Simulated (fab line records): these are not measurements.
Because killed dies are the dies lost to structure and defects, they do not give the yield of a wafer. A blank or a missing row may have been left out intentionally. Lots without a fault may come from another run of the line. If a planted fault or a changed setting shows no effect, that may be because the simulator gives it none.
What tool caused it?	flow rit-cmos	18 wafers from 6 lots sampled at 2 of the route's 202 steps

== WHAT THE GAUGES SHOWED, per wafer ==
RIT_NWELL_OVL_MEAS_06.
lot	measured	on	NWELL_OVL (nm)
L322	day 2 02:43	overlay-01	2.0 2.7 2.4
L325	day 2 17:59	overlay-01	3.1 0.0 0.8
L328	day 3 12:46	overlay-01	- - -
L339	day 5 15:16	overlay-01	0.8 -0.2 0.9
L341	day 6 04:26	overlay-01	2.8 2.7 0.2
L343	day 6 11:28	overlay-02	2.0 0.4 0.2

== WHAT TOOL EACH LOT RAN ON (gives the tool, then ch and the chambers of the sampled wafers, and finally the start) ==
lot	RIT_NWELL_EXPOSE_03
L322	iline-stepper-02 ch 0, day 2 02:18
L325	iline-stepper-01 ch 0, day 2 17:35
L328	iline-stepper-02 ch 0, day 3 12:20
L339	iline-stepper-02 ch 0, day 5 14:50
L341	iline-stepper-02 ch 0, day 6 04:01
L343	iline-stepper-01 ch 0, day 6 11:04
- RIT_NWELL_EXPOSE_03: exposes mask M2, target cd 43900 nm.

== THE ANSWER, worked out from the rows above alone ==
Rule: the usual values come from the lots themselves. Put in order of their means at a reading, lots are off if they are a third of the lots or fewer, leave a main group of 4 or more, and stand apart from it by a gap of 3 or more times the standard deviation of the main group's means; of several such gaps the widest counts. A main group whose means are all the same, to the digits that the tables above print for the reading, isn't used. A lot without any number at a reading at which 4 lots or more have one is off too. The other lots that the step has rows for count as sound.
Off: L328, at RIT_NWELL_OVL_MEAS_06 (NWELL_OVL). Without a number there: L328. The main group: mean 1.4 nm, standard deviation 0.68.
If a tool, at a process step before that reading, ran all the lots that are off and no sound lot after the first of them, it fits. Gauges at RIT_NWELL_OVL_MEAS_06: tried the same way as those tools. Of those tried, none fits.

== WHAT HAD BEEN PUT IN BY THE SIMULATOR ==
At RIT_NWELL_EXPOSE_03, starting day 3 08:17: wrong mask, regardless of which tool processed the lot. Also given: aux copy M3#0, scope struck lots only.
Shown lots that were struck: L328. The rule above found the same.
